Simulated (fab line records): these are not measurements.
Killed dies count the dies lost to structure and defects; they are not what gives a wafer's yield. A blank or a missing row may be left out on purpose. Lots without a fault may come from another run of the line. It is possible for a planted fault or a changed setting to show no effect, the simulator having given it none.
The tool behind it: which one? | flow rit-cmos | Sampling: 14 lots, 42 wafers, 4 of 202 route steps

== WHAT EACH GAUGE READ, for each wafer ==
RIT_M1_RS_MEAS_01: the measuring method here is four-point-probe. Usual: for M1_AL_RS the level is 0.0734 ohm/sq and the standard deviation is 0.00075.
lot  | measured    | on            | M1_AL_RS (ohm/sq)    | flag
L731 | day 3 16:30 | film-metro-01 | 0.0740 0.0725 0.0730 |
L732 | day 3 20:40 | film-metro-01 | 0.0731 0.0735 0.0728 |
L733 | day 4 01:43 | film-metro-01 | 0.0724 0.0734 0.0727 |
L734 | day 4 08:01 | film-metro-01 | 0.0730 0.0730 0.0731 |
L735 | day 4 14:37 | film-metro-02 | 0.0732 0.0726 0.0726 |
L736 | day 4 17:20 | film-metro-01 | 0.0734 0.0726 0.0737 |
L737 | day 4 21:05 | film-metro-02 | 0.0725 0.0724 0.0733 |
L738 | day 5 04:13 | film-metro-02 | 0.0746 0.0748 0.0741 |
L739 | day 5 05:17 | film-metro-01 | 0.0727 0.0731 0.0733 |
L740 | day 5 09:43 | film-metro-02 | 0.0726 0.0727 0.0737 |
L743 | day 5 22:57 | film-metro-01 | 0.0732 0.0728 0.0731 |
L747 | day 6 19:53 | film-metro-02 | 0.0724 0.0731 0.0725 |
L749 | day 7 05:19 | film-metro-02 | 0.0734 0.0729 0.0731 |
L754 | day 8 10:40 | film-metro-01 | 0.0729 0.0742 0.0726 |

== TOOL THAT RAN EACH LOT (tool first, then ch and the chambers of the sampled wafers, then the start) ==
lot  | RIT_FOX2_OXIDATION_00        | RIT_PWELL_STRIP_09                  | RIT_NSD_STRIP_09
L731 | furnace-04 ch 0, day 1 18:16 | plasma-asher-02 ch 0,1, day 1 23:44 | plasma-asher-01 ch 1, day 3 10:14
L732 | furnace-04 ch 0, day 2 03:27 | plasma-asher-02 ch 0,1, day 2 08:41 | plasma-asher-03 ch 0,1, day 3 14:43
L733 | furnace-01 ch 0, day 2 07:26 | plasma-asher-04 ch 0,1, day 2 12:37 | plasma-asher-01 ch 0,1, day 3 19:58
L734 | furnace-01 ch 0, day 2 11:18 | plasma-asher-02 ch 0,1, day 2 16:45 | plasma-asher-03 ch 0,1, day 4 01:50
L735 | furnace-03 ch 0, day 2 20:39 | plasma-asher-01 ch 0,1, day 3 02:01 | plasma-asher-01 ch 0,1, day 4 08:29
L736 | furnace-04 ch 0, day 2 23:36 | plasma-asher-01 ch 0,1, day 3 05:02 | plasma-asher-01 ch 0,1, day 4 11:11
L737 | furnace-04 ch 0, day 3 03:58 | plasma-asher-02 ch 0,1, day 3 09:13 | plasma-asher-02 ch 1, day 4 14:49
L738 | furnace-04 ch 0, day 3 07:49 | plasma-asher-01 ch 0,1, day 3 13:15 | plasma-asher-03 ch 0,1, day 4 22:29
L739 | furnace-04 ch 0, day 3 13:15 | plasma-asher-01 ch 0,1, day 3 18:33 | plasma-asher-03 ch 0,1, day 4 23:40
L740 | furnace-03 ch 0, day 3 19:20 | plasma-asher-01 ch 0,1, day 4 00:35 | plasma-asher-03 ch 0,1, day 5 04:07
L743 | furnace-04 ch 0, day 4 07:57 | plasma-asher-04 ch 0,1, day 4 13:15 | plasma-asher-03 ch 0,1, day 5 17:05
L747 | furnace-03 ch 0, day 5 04:34 | plasma-asher-02 ch 0,1, day 5 09:58 | plasma-asher-02 ch 0,1, day 6 13:44
L749 | furnace-03 ch 0, day 5 14:02 | plasma-asher-01 ch 0,1, day 5 19:24 | plasma-asher-02 ch 0,1, day 6 23:35
L754 | furnace-01 ch 0, day 6 15:06 | plasma-asher-02 ch 0,1, day 6 20:18 | plasma-asher-01 ch 0,1, day 8 04:41
- RIT_FOX2_OXIDATION_00: target thk 350.7 nm, ox time 1130 s.
- RIT_PWELL_STRIP_09: strips in O2, time 180 s.
- RIT_NSD_STRIP_09: strips in O2, time 180 s.

== AS READ BY THE TOOLS THEMSELVES (means over the sampled wafers that have a number; for cases with no such wafer, the mark the record gives instead) ==
RIT_FOX2_OXIDATION_00. Usual: spike-tc-centre-C 1102.1 C, standard deviation 1.2; spike-tc-load-C 1127.1 C, standard deviation 2.1; spike-tc-source-C 1128.7 C, standard deviation 2.2; tube-center-temp-C 1100 C, standard deviation 0.1; tube_center_temp_C_max 1102.8, standard deviation 0.43.
lot  | tool       | spike-tc-centre-C (C) | spike-tc-load-C (C) | spike-tc-source-C (C) | tube-center-temp-C (C) | tube_center_temp_C_max | flag
L731 | furnace-04 | 1102.6                | 1126.5              | 1126.8                | 1100                   | 1103.1                 |
L732 | furnace-04 | 1102.2                | 1126.2              | 1126.6                | 1100                   | 1103.2                 |
L733 | furnace-01 | 1101.1                | 1127.0              | 1131.6                | 1100                   | 1102.6                 |
L734 | furnace-01 | 1102.9                | 1126.0              | 1130.0                | 1100                   | 1103.1                 |
L735 | furnace-03 | 1102.6                | 1131.1              | 1129.4                | 1100                   | 1102.4                 |
L736 | furnace-04 | 1101.6                | 1126.6              | 1126.9                | 1100                   | 1102.7                 |
L737 | furnace-04 | 1102.5                | 1125.9              | 1126.3                | 1100                   | 1102.9                 |
L738 | furnace-04 | 1101.7                | 1125.9              | 1126.1                | 1100                   | 1102.6                 |
L739 | furnace-04 | 1114.3                | 1138.7              | 1139.0                | 1112                   | 1114.6                 | OFF
L740 | furnace-03 | 1103.5                | 1131.3              | 1129.7                | 1100                   | 1102.8                 |
L743 | furnace-04 | 1114.7                | 1137.1              | 1138.6                | 1112                   | 1114.7                 | OFF
L747 | furnace-03 | 1104.0                | 1131.2              | 1130.3                | 1100                   | 1102.6                 |
L749 | furnace-03 | 1102.2                | 1130.6              | 1129.5                | 1100                   | 1102.7                 |
L754 | furnace-01 | 1100.8                | 1126.1              | 1130.4                | 1100                   | 1103.2                 |

RIT_PWELL_STRIP_09. Usual: drypump-motor-current-A 5.9 A, standard deviation 0.33; rf-refl-power-W 6.1 W, standard deviation 1.2.
lot  | tool            | drypump-motor-current-A (A) | rf-refl-power-W (W) | flag
L731 | plasma-asher-02 | 5.9                         | 5.6                 |
L732 | plasma-asher-02 | 6.1                         | 5.9                 |
L733 | plasma-asher-04 | 5.6                         | 4.4                 |
L734 | plasma-asher-02 | 5.9                         | 5.6                 |
L735 | plasma-asher-01 | 6.0                         | 7.3                 |
L736 | plasma-asher-01 | 6.0                         | 7.4                 |
L737 | plasma-asher-02 | 6.1                         | 5.8                 |
L738 | plasma-asher-01 | 6.0                         | 6.9                 |
L739 | plasma-asher-01 | 5.8                         | 6.7                 |
L740 | plasma-asher-01 | 5.8                         | 6.8                 |
L743 | plasma-asher-04 | 5.6                         | 4.2                 |
L747 | plasma-asher-02 | 6.1                         | 5.9                 |
L749 | plasma-asher-01 | 6.0                         | 7.4                 |
L754 | plasma-asher-02 | 6.1                         | 5.9                 |

RIT_NSD_STRIP_09. Usual: drypump-motor-current-A 5.8 A, standard deviation 0.33; rf-refl-power-W 6.5 W, standard deviation 0.94.
lot  | tool            | drypump-motor-current-A (A) | rf-refl-power-W (W) | flag
L731 | plasma-asher-01 | 5.6                         | 6.0                 |
L732 | plasma-asher-03 | 5.5                         | 6.7                 |
L733 | plasma-asher-01 | 6.0                         | 7.7                 |
L734 | plasma-asher-03 | 5.6                         | 6.2                 |
L735 | plasma-asher-01 | 6.0                         | 7.1                 |
L736 | plasma-asher-01 | 5.8                         | 6.6                 |
L737 | plasma-asher-02 | 5.7                         | 5.4                 |
L738 | plasma-asher-03 | 5.5                         | 6.8                 |
L739 | plasma-asher-03 | 5.5                         | 6.9                 |
L740 | plasma-asher-03 | 5.5                         | 6.8                 |
L743 | plasma-asher-03 | 5.5                         | 6.8                 |
L747 | plasma-asher-02 | 6.1                         | 5.9                 |
L749 | plasma-asher-02 | 6.1                         | 5.9                 |
L754 | plasma-asher-01 | 6.0                         | 7.2                 |

== THE ANSWER, worked out from the rows above alone ==
Rule: lot off if the mean of its wafers having a number is beyond 3 standard deviations from the usual mean. Also off: a lot with no number at a reading for which 4 or more lots have one. The other lots that the step has rows for count as sound. The gauges are gone through in route order, then the tools' own readings, and for those a lot's mean is taken as printed above. The first step at which some lot is off is used, and at that step the reading that is off furthest; a lot without a number counts as furthest.
Off: L739, L743, at RIT_FOX2_OXIDATION_00 (tube-center-temp-C).
A tool fits if, at that step or a process step before it, it ran every lot that is off, and no sound lot after the first of them. One candidate fits, namely furnace-04 at RIT_FOX2_OXIDATION_00. A fault onset in the window from L738 (day 3 07:49, its last sound lot) to L739 (day 3 13:15, its first lot off) fits.
The tool's own readings at RIT_FOX2_OXIDATION_00 bear it out: on the lots that are off they differ by more than 5 times the standard deviation of the sound lots' means. spike-tc-centre-C reads 1114.5 C there against 1102.3 C on the sound lots; spike-tc-source-C reads 1138.8 C there against 1128.6 C on the sound lots; tube-center-temp-C reads 1112 C there against 1100 C on the sound lots; tube_center_temp_C_max reads 1114.7 there against 1102.8 on the sound lots.

== WHAT HAD BEEN PUT IN BY THE SIMULATOR ==
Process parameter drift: furnace-04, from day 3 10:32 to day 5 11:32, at RIT_FOX2_OXIDATION_00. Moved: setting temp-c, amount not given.
Lots struck among those shown: L739, L743. This agrees with what the rule above found.
